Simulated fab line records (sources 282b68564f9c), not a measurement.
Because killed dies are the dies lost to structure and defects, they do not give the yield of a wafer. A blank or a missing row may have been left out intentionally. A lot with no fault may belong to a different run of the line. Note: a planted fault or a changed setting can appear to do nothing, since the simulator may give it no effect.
Problem report in the 8D (eight disciplines) form, filled by code    flow rit_cmos    the parts of the form that need people (team, actions taken, sign-off) are left out

== 1. THE PROBLEM ==
At RIT_PLDD_STRIP_09, o2_flow_sccm averages 2011 sccm over 2 wafers from 2 lots, while fault-free wafers read 4000 sccm, standard deviation 14. That is -99 or more standard deviations from the usual mean.
The step: strips in O2, time 180 s.
Earliest sighting: wafer L833.4 on plasma_asher-02 at day 6 08:10. The record has a number at this step for 42 wafers belonging to 14 lots. Rule for "out" (also "out of limits"): further than 4 standard deviations from the usual mean. The rest of the wafers with a number are treated as sound.

== 2. WHAT IT IS, AND WHAT IT ISN'T ==
question                     is                is not
which readings at this step  o2_flow_sccm      drypump_motor_current_A
which lots                   L833, L835        L819, L820, L821, L823, L824, L826, L827, L829, L830, L831, L834, L840
which wafers of those lots   L833.4, L835.6    L833.3, L833.5, L835.2, L835.4
read on which tools          plasma_asher-02   plasma_asher-01, plasma_asher-04
when                         from day 6 08:10  up to then (35 sound wafers); but 5 sound wafers of L835, L840 came after

== 3. THE SUSPECTS, EACH WITH WHAT RULES IT OUT ==
Counting: a tool at a process step up to the reading stays a suspect if it ran every lot that is out. Sound lots after the first of them don't rule it out here, since some wafers of a struck lot are sound.
- plasma_asher-02 at RIT_PLDD_STRIP_09 (strips in O2, time 180 s): kept. Ran every lot that is out, first one L833 (day 6 08:10); last sound lot up to then L830 (day 5 10:19). On those wafers its own readings are out: o2_flow_sccm.
- Within plasma_asher-02 at RIT_PLDD_STRIP_09: the wafers that are out ran in chamber 0; their sound lot-mates ran in chamber 1.
The count leaves plasma_asher-02 at RIT_PLDD_STRIP_09.

== 4. THE CAUSE (what the simulator had put in) ==
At RIT_PLDD_STRIP_09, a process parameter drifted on plasma_asher-02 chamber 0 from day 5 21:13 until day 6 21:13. Setting o2_flow_sccm shifted by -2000 from 4000. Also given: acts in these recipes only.
Only this tool survived the counting.

== 5. THE CHAIN OF EFFECTS, in route order ==
Each row: a reading where the mean over the struck wafers with a number is more than 3 standard deviations away from the usual. Scope: only readings with a usual standard deviation given in the record; hours: median across lots of the time from each lot's start at the first step in this table that gives one to its start at this step; sigmas: change in usual standard deviations.
hours  step               reading       usual      on struck wafers  change  sigmas
0      RIT_PLDD_STRIP_09  o2_flow_sccm  4000 sccm  2011              -1989   -99 or more
Here are the process steps it includes:
- RIT_PLDD_STRIP_09: strips in O2, time 180 s.

== 6. WHAT WOULD HAVE CAUGHT IT SOONER ==
In this record no reading fell out of limits until day 6 08:10, 11 hours after the fault had begun at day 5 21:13.
